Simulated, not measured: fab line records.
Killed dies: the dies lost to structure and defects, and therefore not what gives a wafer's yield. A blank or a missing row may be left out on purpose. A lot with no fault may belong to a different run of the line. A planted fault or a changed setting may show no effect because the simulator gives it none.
A lot that was struck, set against a sound lot -- flow rit-cmos -- 20 out of 202 route steps
Sound: the wafers L662.2, L662.4, L662.6. Wafers L667.2, L667.4, L667.6 were the ones struck. At the end, the cause is stated.
Per side, at each step with rows, come the tool, then ch with its chambers, and then its first start. Under that, the readings that differ: sound wafers -- struck wafers -- difference of the means -- sigmas: that difference in standard deviations of wafers without a fault.
alike: readings with means less than 2 such deviations apart, plus words and numbers identical on both sides. not compared: withheld readings, readings lacking a value on some wafer, bounds such as >300 that could conceal the same value, and numbers that have no deviation in the record and whose values overlap.
The two part at a step that has a row with sigmas, a row that says differs or no value, or rows on one side only. Numbers that don't overlap but have no deviation are shown without sigmas and don't part them. Lack of a reading on every wafer of one side parts them only where that side has two or more wafers.

first, 6 steps without rows for these wafers: RIT_NRETRO_HMDS_00 (prime time 60 s); RIT_NRETRO_COAT_01 (resist thk 1300 nm); RIT_NRETRO_SOFTBAKE_02 (time 60 s); RIT_NRETRO_EXPOSE_03 (exposes mask M4, target cd 43900 nm); RIT_NRETRO_PEB_04; RIT_NRETRO_DEVELOP_05 (develop time 68 s).
RIT_NRETRO_OVL_MEAS_06:
  sound on overlay-01 at day 3 15:09; struck on overlay-01 at day 4 13:58
  alike: NRETRO_OVL
then, 2 steps without rows for these wafers: RIT_NRETRO_HARDBAKE_07 (time 120 s); RIT_NRETRO_IMPLANT_08.
RIT_NRETRO_STRIP_09: strips in O2, time 180 s.
  sound on plasma-asher-02 ch 0, day 3 15:35; struck on plasma-asher-01 ch 0,1, day 4 14:24
  alike: drypump-motor-current-A
  not compared: rf-hours-counter-h
RIT_NRETRO_TW_MEAS_10:
  sound on film-metro-03 at day 3 15:46; struck on film-metro-03 at day 4 14:35
  alike: NRETRO_TW
then, 1 step without rows for these wafers: RIT_PRETRO_HMDS_00 (prime time 60 s).
RIT_PRETRO_COAT_01: resist thk 1300 nm.
  struck on litho-track-02, day 4 14:49; sound on litho-track-02 ch 0, day 3 15:59
  no value came back on the struck wafers for chill-plate-temp-C (C), dispense-pressure-kPa (kPa), resist-line-temp-C (C); on the sound wafers chill-plate-temp-C (C) reads 22.77 22.91 22.86
then, 4 steps without rows for these wafers: RIT_PRETRO_SOFTBAKE_02 (time 60 s); RIT_PRETRO_EXPOSE_03 (exposes mask M5, target cd 43700 nm); RIT_PRETRO_PEB_04; RIT_PRETRO_DEVELOP_05 (develop time 68 s).
RIT_PRETRO_OVL_MEAS_06:
  sound on overlay-01 at day 3 16:42; struck on overlay-01 at day 4 15:38
reading,sound,struck,difference,sigmas
PRETRO_OVL (nm),0.1 0.5 -0.4,- - -,no value on the struck wafers,
then, 1 step without rows for these wafers: RIT_PRETRO_HARDBAKE_07 (time 120 s).
RIT_M1_PROBE_99:
  sound on prober-01 at day 5 04:49; struck on prober-01 at day 5 20:09
reading,sound,struck,difference,sigmas
killed-at-front-end,8 8 4,264 264 263,+257,+86
killed-dies,8 8 4,264 264 264,+257,+86
killed-on-rim,2 0 1,70 70 70,+69,+46
  alike: killed-at-contacts, killed-open, killed-short

== WHERE THEY PART ==
At RIT_PRETRO_COAT_01 first; at RIT_M1_PROBE_99 last (within this record only).

WHY: what the simulator had put in
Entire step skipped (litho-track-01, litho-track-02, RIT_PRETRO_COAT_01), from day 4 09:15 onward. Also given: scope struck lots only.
